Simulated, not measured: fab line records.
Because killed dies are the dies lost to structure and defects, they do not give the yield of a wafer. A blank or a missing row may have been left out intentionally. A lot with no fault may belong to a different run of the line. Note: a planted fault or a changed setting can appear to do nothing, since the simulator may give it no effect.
Which of the tools did it? | flow berkeley cmos170 | 13 lots with 39 wafers sampled at 5 steps, on a route of 331 steps

WHAT THE GAUGES SHOWED, per wafer
UCB170_M1_CD_MEAS_90: target cd 700 nm. Usual: cd nm at 700 nm, with a standard deviation of 3.3.
lot  | measured     | on        | cd nm (nm)  | flag
L998 | day 7 01:48  | cd sem-02 | 704 704 696 |
L997 | day 7 02:59  | cd sem-02 | 697 697 701 |
L999 | day 7 04:14  | cd sem-02 | 694 693 701 |
L101 | day 7 15:05  | cd sem-02 | 694 695 695 |
L103 | day 8 10:04  | cd sem-01 | 695 695 696 |
L106 | day 8 22:37  | cd sem-02 | 715 700 714 |
L109 | day 9 09:55  | cd sem-02 | 696 697 696 |
L113 | day 10 03:58 | cd sem-02 | 698 697 698 |
L112 | day 10 04:11 | cd sem-02 | 702 695 704 |
L115 | day 10 14:02 | cd sem-02 | 696 696 697 |
L116 | day 10 14:32 | cd sem-02 | 703 700 703 |
L118 | day 11 13:50 | cd sem-02 | 702 703 703 |
L119 | day 11 14:09 | cd sem-01 | 697 694 697 |

WHAT TOOL EACH LOT RAN ON (gives the tool, then ch and the chambers of the sampled wafers, and finally the start)
lot  | UCB170_CONTACT_STRIP_06              | UCB170_CONTACT_STRIP_19              | UCB170_M1_METAL_ETCH_12           | UCB170_M1_STRIP_13
L998 | plasma asher-01 ch 0,1, day 6 22:05  | plasma asher-01 ch 0,1, day 6 23:53  | rie metal-01 ch 0,1, day 7 01:33  | plasma asher-02 ch 0,1, day 7 01:41
L997 | plasma asher-04 ch 0, day 6 23:07    | plasma asher-01 ch 0,1, day 7 00:53  | rie metal-03 ch 0,1, day 7 02:41  | plasma asher-01 ch 0,1, day 7 02:52
L999 | plasma asher-04 ch 0,1, day 7 00:02  | plasma asher-04 ch 0,1, day 7 01:50  | rie metal-02 ch 0,1, day 7 04:00  | plasma asher-01 ch 0,1, day 7 04:07
L101 | plasma asher-04 ch 0,1, day 7 11:03  | plasma asher-03 ch 0, day 7 13:09    | rie metal-02 ch 0, day 7 14:50    | plasma asher-03 ch 0, day 7 14:58
L103 | plasma asher-01 ch 0, day 8 05:06    | plasma asher-04 ch 0,1, day 8 07:14  | rie metal-01 ch 0, day 8 09:49    | plasma asher-03 ch 0, day 8 09:57
L106 | plasma asher-01 ch 0,1, day 8 18:39  | plasma asher-01 ch 0,1, day 8 20:20  | rie metal-02 ch 0,1, day 8 22:22  | plasma asher-02 ch 0,1, day 8 22:30
L109 | plasma asher-04 ch 1, day 9 05:44    | plasma asher-04 ch 0,1, day 9 07:34  | rie metal-02 ch 0, day 9 09:35    | plasma asher-03 ch 0,1, day 9 09:48
L113 | plasma asher-01 ch 1, day 9 23:34    | plasma asher-01 ch 0,1, day 10 01:40 | rie metal-03 ch 0,1, day 10 03:43 | plasma asher-03 ch 1, day 10 03:50
L112 | plasma asher-04 ch 0,1, day 9 23:49  | plasma asher-04 ch 0,1, day 10 01:46 | rie metal-01 ch 0,1, day 10 03:58 | plasma asher-01 ch 0,1, day 10 04:05
L115 | plasma asher-01 ch 0,1, day 10 09:26 | plasma asher-03 ch 0, day 10 11:04   | rie metal-01 ch 0, day 10 13:47   | plasma asher-02 ch 0,1, day 10 13:56
L116 | plasma asher-01 ch 0,1, day 10 10:07 | plasma asher-04 ch 0,1, day 10 12:29 | rie metal-03 ch 0,1, day 10 14:19 | plasma asher-01 ch 0,1, day 10 14:26
L118 | plasma asher-04 ch 0,1, day 11 10:02 | plasma asher-01 ch 0,1, day 11 11:48 | rie metal-03 ch 0, day 11 13:36   | plasma asher-02 ch 0,1, day 11 13:44
L119 | plasma asher-01 ch 0,1, day 11 10:21 | plasma asher-04 ch 1, day 11 12:06   | rie metal-01 ch 0, day 11 13:54   | plasma asher-01 ch 1, day 11 14:02
- UCB170_CONTACT_STRIP_06: strips in O2.
- UCB170_CONTACT_STRIP_19: strips in O2.
- UCB170_M1_METAL_ETCH_12: etches Al in Cl2/BCl3, stops on PSG, target depth 780 nm, time 130 s.
- UCB170_M1_STRIP_13: strips in O2.

AS READ BY THE TOOLS THEMSELVES (means over the sampled wafers that have a number; for cases with no such wafer, the mark the record gives instead)
UCB170_CONTACT_STRIP_06. Usual: drypump motor current A 5.72 A, standard deviation 0.27; oes product au 0.734 a.u., standard deviation 0.0047; strip time to endpoint s 21.96 s, standard deviation 0.06.
lot  | tool            | drypump motor current A (A) | oes product au (a.u.) | strip time to endpoint s (s) | flag
L998 | plasma asher-01 | 5.70                        | 0.734                 | 21.94                        |
L997 | plasma asher-04 | 5.46                        | 0.732                 | 22.02                        |
L999 | plasma asher-04 | 5.85                        | 0.736                 | 22.01                        |
L101 | plasma asher-04 | 5.64                        | 0.728                 | 21.93                        |
L103 | plasma asher-01 | 5.54                        | 0.734                 | 21.93                        |
L106 | plasma asher-01 | 5.67                        | 0.740                 | 22.01                        |
L109 | plasma asher-04 | 6.05                        | 0.727                 | 21.92                        |
L113 | plasma asher-01 | 5.95                        | 0.734                 | 21.97                        |
L112 | plasma asher-04 | 5.86                        | 0.734                 | 21.95                        |
L115 | plasma asher-01 | 5.82                        | 0.733                 | 21.98                        |
L116 | plasma asher-01 | 5.65                        | 0.733                 | 21.94                        |
L118 | plasma asher-04 | 5.67                        | 0.737                 | 22.05                        |
L119 | plasma asher-01 | 5.80                        | 0.733                 | 21.96                        |

UCB170_CONTACT_STRIP_19. Usual: drypump motor current A 5.70 A, standard deviation 0.29; oes product au 0.725 a.u., standard deviation 0.0047.
lot  | tool            | drypump motor current A (A) | oes product au (a.u.) | flag
L998 | plasma asher-01 | 5.83                        | 0.727                 |
L997 | plasma asher-01 | 5.66                        | 0.726                 |
L999 | plasma asher-04 | 5.66                        | 0.728                 |
L101 | plasma asher-03 | 5.81                        | 0.723                 |
L103 | plasma asher-04 | 5.65                        | 0.727                 |
L106 | plasma asher-01 | 5.68                        | 0.722                 |
L109 | plasma asher-04 | 5.84                        | 0.721                 |
L113 | plasma asher-01 | 5.84                        | 0.729                 |
L112 | plasma asher-04 | 5.64                        | 0.727                 |
L115 | plasma asher-03 | 5.81                        | 0.725                 |
L116 | plasma asher-04 | 5.68                        | 0.723                 |
L118 | plasma asher-01 | 5.66                        | 0.728                 |
L119 | plasma asher-04 | 6.06                        | 0.729                 |

UCB170_M1_METAL_ETCH_12. Usual: drypump motor current A 5.76 A, standard deviation 0.29; mfc cl2 sccm 90.00 sccm, standard deviation 0.27; oes product au 0.847 a.u., standard deviation 0.011; rf fwd power W 596.3 W, standard deviation 1.9; throttle valve pct 24.46 %, standard deviation 0.27.
lot  | tool         | drypump motor current A (A) | mfc cl2 sccm (sccm) | oes product au (a.u.) | rf fwd power W (W) | throttle valve pct (%) | flag
L998 | rie metal-01 | 5.58                        | 89.93               | 0.841                 | 596.2              | 24.17                  |
L997 | rie metal-03 | 5.86                        | 89.95               | 0.859                 | 595.2              | 24.44                  |
L999 | rie metal-02 | 5.79                        | 90.22               | 0.844                 | 593.4              | 24.75                  |
L101 | rie metal-02 | 6.02                        | 90.11               | 0.842                 | 594.2              | 24.80                  |
L103 | rie metal-01 | 5.77                        | 89.54               | 0.833                 | 598.1              | 24.54                  |
L106 | rie metal-02 | 5.58                        | 90.15               | 0.790                 | 434.5              | 24.73                  | OFF
L109 | rie metal-02 | 6.03                        | 90.19               | 0.838                 | 598.2              | 24.81                  |
L113 | rie metal-03 | 6.06                        | 89.92               | 0.850                 | 598.3              | 24.38                  |
L112 | rie metal-01 | 5.58                        | 90.10               | 0.848                 | 596.4              | 24.18                  |
L115 | rie metal-01 | 5.76                        | 89.84               | 0.838                 | 598.0              | 24.54                  |
L116 | rie metal-03 | 5.85                        | 89.86               | 0.846                 | 594.3              | 24.38                  |
L118 | rie metal-03 | 5.66                        | 90.00               | 0.858                 | 595.5              | 24.38                  |
L119 | rie metal-01 | 5.77                        | 90.26               | 0.848                 | 595.6              | 24.53                  |

UCB170_M1_STRIP_13. Usual: drypump motor current A 5.6 A, standard deviation 0.33; oes product au 0.719 a.u., standard deviation 0.0044.
lot  | tool            | drypump motor current A (A) | oes product au (a.u.) | flag
L998 | plasma asher-02 | 5.3                         | 0.720                 |
L997 | plasma asher-01 | 5.8                         | 0.717                 |
L999 | plasma asher-01 | 5.7                         | 0.721                 |
L101 | plasma asher-03 | 5.8                         | 0.717                 |
L103 | plasma asher-03 | 5.8                         | 0.722                 |
L106 | plasma asher-02 | 5.5                         | 0.722                 |
L109 | plasma asher-03 | 5.6                         | 0.718                 |
L113 | plasma asher-03 | 5.2                         | 0.719                 |
L112 | plasma asher-01 | 5.8                         | 0.719                 |
L115 | plasma asher-02 | 5.6                         | 0.715                 |
L116 | plasma asher-01 | 5.7                         | 0.719                 |
L118 | plasma asher-02 | 5.5                         | 0.723                 |
L119 | plasma asher-01 | 6.0                         | 0.719                 |

THE ANSWER, worked out from the rows above alone
Rule: take the mean of a lot's wafers that have a number; if it is more than 3 standard deviations from the usual mean, the lot is off. A lot without any number at a reading at which 4 lots or more have one is off too. All remaining lots with rows at the step are treated as sound. Order of review: gauges by route order, followed by the tools' own readings, for which a lot's mean as printed above is used. At the first step where some lot is off, the reading lying furthest off is the one used; lots without a number count as furthest.
Off: L106 (UCB170_M1_METAL_ETCH_12, rf fwd power W).
A tool fits if, at that step or a process step before it, it ran every lot that is off, and no sound lot after the first of them. Not one of the candidates tried fits.

WHAT THE SIMULATOR HAD PUT IN
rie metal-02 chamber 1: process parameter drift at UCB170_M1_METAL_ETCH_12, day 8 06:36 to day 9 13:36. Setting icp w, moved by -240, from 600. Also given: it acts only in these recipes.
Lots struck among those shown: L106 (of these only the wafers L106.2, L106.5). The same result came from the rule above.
